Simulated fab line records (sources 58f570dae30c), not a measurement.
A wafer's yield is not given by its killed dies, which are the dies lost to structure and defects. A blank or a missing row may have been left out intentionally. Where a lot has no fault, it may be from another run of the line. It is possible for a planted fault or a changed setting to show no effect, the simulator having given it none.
Comparing a struck lot with a sound one -- flow berkeleyCmos170 -- 14 out of 331 route steps
Sound: these wafers, L324.1, L324.3, L324.5. Struck: wafers L321.3, L321.4, L321.5. The cause is named last.
Order at every step that has rows: each side's tool, ch and its chambers, its first start. Under that, the readings that differ: sound wafers -- struck wafers -- difference of the means -- sigmas: that difference in standard deviations of wafers without a fault.
alike: a reading whose means differ by less than 2 such deviations, as well as words and numbers matching on both sides. not compared: withheld readings; readings where some wafer has no value; bounds like >300 that might hide an equal value; numbers whose values overlap and for which the record gives no deviation.
Wherever a step has rows on one side only, a row that says differs or no value, or a row with sigmas, the two part there. Numbers that have no deviation but don't overlap get no sigmas and don't part them. Lack of a reading on every wafer of one side parts them only where that side has two or more wafers.

UCB170_M2_STRIP_19: strips in O2.
  sound on plasmaAsher-01 ch 0,1, day 9 19:38; struck on plasmaAsher-02 ch 0,1, day 9 07:19
  alike: drypumpMotorCurrentA, oesProductAu
  not compared: rfHoursCounterH
UCB170_M2_CD_MEAS_90 targets a cd of 700 nm.
  sound on cdSem-01 at day 9 19:44; struck on cdSem-02 at day 9 07:25
  alike: cdNm
UCB170_V2_CVD_00: deposits SiO2 from TEOS/O2, target thk 2000 nm, time 250 s.
  sound on pecvd-01 ch 0,1,2, day 9 19:51; struck on pecvd-03 ch 0,1,2, day 9 07:30
  alike: heaterPowerW
UCB170_V2_THK_MEAS_01:
  sound on filmMetro-03 at day 9 20:01; struck on filmMetro-03 at day 9 07:40
  alike: V2_TEOS_THK
UCB170_V2_CMP_02: polishes SiO2.
  sound on cmp-02 ch 2,3, day 9 20:07; struck on cmp-01 ch 0,1,2, day 9 07:43
  alike: headPressurePsi, motorCurrentA, platenRpm
UCB170_V2_BOW_MEAS_03:
  sound on filmMetro-04 at day 9 20:22; struck on filmMetro-03 at day 9 08:04
  alike: V2_BOW
UCB170_V2_THK_MEAS_04:
  sound on filmMetro-04 at day 9 20:29; struck on filmMetro-03 at day 9 08:10
  alike: V2_POLISHED_THK
then, 5 steps without rows for these wafers: UCB170_V2_CLEAN_05 (cleans in DIW); UCB170_V2_HMDS_06 (prime time 60 s); UCB170_V2_COAT_07 (resist thk 900 nm); UCB170_V2_SOFTBAKE_08 (time 60 s); UCB170_V2_EXPOSE_09 (exposes mask VIA2, target cd 700 nm).
UCB170_V2_PEB_10:
  struck on lithoTrack-04, day 9 09:19; sound on lithoTrack-04 ch 0, day 9 22:06
  no value came back on the struck wafers for chillPlateTempC (C), exhaustPa (Pa); on the sound wafers chillPlateTempC (C) reads 23.09 23.06 23.09
then, 1 step without rows for these wafers: UCB170_V2_DEVELOP_11 (develop time 45 s).

## WHERE THEY PART
Only at UCB170_V2_PEB_10, within this record.

WHY: whatever the simulator had introduced
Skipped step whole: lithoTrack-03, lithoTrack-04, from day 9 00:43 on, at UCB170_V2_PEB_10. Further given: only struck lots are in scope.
